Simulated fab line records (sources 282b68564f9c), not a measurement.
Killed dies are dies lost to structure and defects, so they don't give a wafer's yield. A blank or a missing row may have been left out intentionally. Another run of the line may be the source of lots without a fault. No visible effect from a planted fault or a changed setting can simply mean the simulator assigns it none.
Problem report in the 8D (eight disciplines) form, filled by code / flow rit-cmos / the parts of the form that need people (team, actions taken, sign-off) are left out

## 1. WHAT WENT WRONG
Mean PRETRO_TW at RIT_PRETRO_TW_MEAS_10: 416 over 6 wafers in 2 lots; fault-free wafers: 471, standard deviation 4.5. That puts it -12 standard deviations away from the usual mean.
The first sign was on wafer L472.3 at day 5 00:29, on film-metro-01. Wafers with a number at this step in the record: 42, from 14 lots. Rule for "out", or "out of limits": more than 4 standard deviations from the usual mean. Any other wafer with a number is counted as sound.

## 2. WHAT IT IS, WHAT IT ISN'T
question=which readings at this step | is=PRETRO_TW | is not=-
question=which lots | is=L472, L473 | is not=L461, L462, L463, L466, L467, L470, L474, L475, L479, L480, L482, L483
question=which wafers of those lots | is=all that have a number | is not=-
question=read on which gauges | is=film-metro-01, film-metro-02 | is not=-
question=when | is=from day 5 00:29 | is not=up to then (18 sound wafers); but 18 sound wafers of L474, L475, L479, L480, L482, L483 came after

## 3. WHAT RULES OUT EACH SUSPECT
Counting: a tool at any process step up to the reading remains a suspect when it ran all the lots that are out and ran no sound lot after the first of those.
- ruled out: the gauge at RIT_PRETRO_TW_MEAS_10. The wafers that are out were read on 2 gauges (film-metro-01, film-metro-02).
- implanter-03 at RIT_PRETRO_IMPLANT_08: kept. Every lot that is out went through it, starting with L472 (day 5 00:11), and after that it ran no sound lot; the last sound lot it ran before then is L467 (day 3 22:59). Out on those wafers are its own readings of dose-ions-cm2, faraday-current-uA.
The count leaves implanter-03 at RIT_PRETRO_IMPLANT_08.

## 4. THE CAUSE (what the simulator had put in)
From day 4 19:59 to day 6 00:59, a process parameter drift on implanter-03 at RIT_PRETRO_IMPLANT_08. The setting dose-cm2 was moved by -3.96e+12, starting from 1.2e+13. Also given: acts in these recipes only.
After counting, this tool was the only one left.

## 5. THE EFFECT CHAIN, in route order
Each row: a reading where the mean over the struck wafers with a number is more than 3 standard deviations away from the usual. Readings are gone through only where the record gives a usual standard deviation; hours: the median, over the lots, of the time from a lot's start at the first step in this table giving one to that lot's start at this step; sigmas: the change measured in usual standard deviations.
hours=0; step=RIT_PRETRO_IMPLANT_08; reading=dose-ions-cm2; usual=1.2003e+13; on struck wafers=8.0463e+12; change=-3.9567e+12; sigmas=-99 or more
hours=0; step=RIT_PRETRO_IMPLANT_08; reading=faraday-current-uA; usual=38.1; on struck wafers=25.3; change=-12.8; sigmas=-17
hours=0; step=RIT_PRETRO_TW_MEAS_10; reading=PRETRO_TW; usual=471; on struck wafers=416; change=-55; sigmas=-12
It contains these process steps:
- RIT_PRETRO_IMPLANT_08

## 6. WHAT WOULD HAVE CAUGHT IT SOONER
4 hours passed between the start of the fault at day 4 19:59 and the first reading out of limits at a measuring or inspecting step in this record, taken at day 5 00:29.
The tool's own readings at RIT_PRETRO_IMPLANT_08 were out on every struck wafer that the step has a row for (dose-ions-cm2, faraday-current-uA): an alarm limit on them would have fired on the first of those.
Of the lots that are out (2), L473 began RIT_PRETRO_IMPLANT_08 on implanter-03 after day 5 00:29. Putting the tool on hold at that point would have spared it.
